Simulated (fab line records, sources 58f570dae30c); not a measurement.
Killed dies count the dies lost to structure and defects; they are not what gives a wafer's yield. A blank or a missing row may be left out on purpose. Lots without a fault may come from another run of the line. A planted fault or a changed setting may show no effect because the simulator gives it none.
The same fault as seen by 2 desks | flow berkeley_cmos170 | what lay behind the numbers comes last; until then each desk has only its own

## AT THE METROLOGY DESK
What the gauges read, lot by lot, whatever tool the lot ran on: means of the sampled wafers that have a number. A lot is out of limits, marked OUT, if its mean lies more than 4 standard deviations from the usual mean; the brackets give that distance.
Columns: A = cd_nm at UCB170_M2_CD_MEAS_15, usual 700.1 nm; B = V2_POLISHED_THK at UCB170_V2_THK_MEAS_04, usual 990.7 nm
lot  | first seen here | A     | B
L712 | day 8 11:07     | 699.7 | 991.0
L717 | day 9 12:28     | 698.1 | 990.8
L719 | day 9 18:16     | 700.9 | 990.5
L721 | day 10 13:07    | 699.8 | 990.4
L722 | day 10 14:41    | 699.4 | 991.1
L723 | day 11 00:13    | 700.6 | 990.9
L725 | day 11 01:01    | 700.0 | 990.7
L724 | day 11 07:40    | 699.7 | 990.9
L728 | day 11 13:03    | 699.3 | 989.7
L726 | day 11 15:15    | 700.1 | 991.0
L727 | day 11 16:28    | 701.9 | 990.8
L730 | day 11 22:25    | 699.1 | 990.3
L733 | day 13 03:22    | 700.6 | 991.2
Result from this desk: across the 13 lots, nothing is out of limits.

## THE TOOL OWNER'S DESK: rie_diel-03
The tool's own readings at UCB170_SPACER_ETCHBACK_03 (etches SiO2 in CHF3/CF4/Ar, stops on Si, target depth 376 nm, time 100 s): means of the sampled wafers that have a number, for each lot that ran on this tool. A lot is out of limits, marked OUT, if its mean lies more than 4 standard deviations from the usual mean; the brackets give that distance.
Columns: A = drypump_motor_current_A at UCB170_SPACER_ETCHBACK_03, usual 5.5 A; B = oes_product_au at UCB170_SPACER_ETCHBACK_03, usual 0.889 a.u.; C = throttle_valve_pct at UCB170_SPACER_ETCHBACK_03, usual 6.52 %
lot  | first seen here | A   | B     | C
L712 | day 7 08:40     | 5.6 | 0.888 | 6.60
L717 | day 8 13:19     | 5.6 | 0.900 | 6.49
L722 | day 9 16:26     | 5.5 | 0.904 | 6.53
L725 | day 10 05:07    | 5.1 | 0.883 | 6.57
L728 | day 10 15:55    | 5.5 | 0.886 | 6.50
L730 | day 10 21:28    | 5.3 | 0.880 | 6.62
L733 | day 12 03:04    | 5.7 | 0.885 | 6.55
Result from this desk: across the 7 lots, nothing is out of limits.

## TAKEN TOGETHER
Metrology desk: nothing out of limits seen.
The desk of the tool owner found nothing out of limits.

## WHAT THE SIMULATOR HAD PUT IN
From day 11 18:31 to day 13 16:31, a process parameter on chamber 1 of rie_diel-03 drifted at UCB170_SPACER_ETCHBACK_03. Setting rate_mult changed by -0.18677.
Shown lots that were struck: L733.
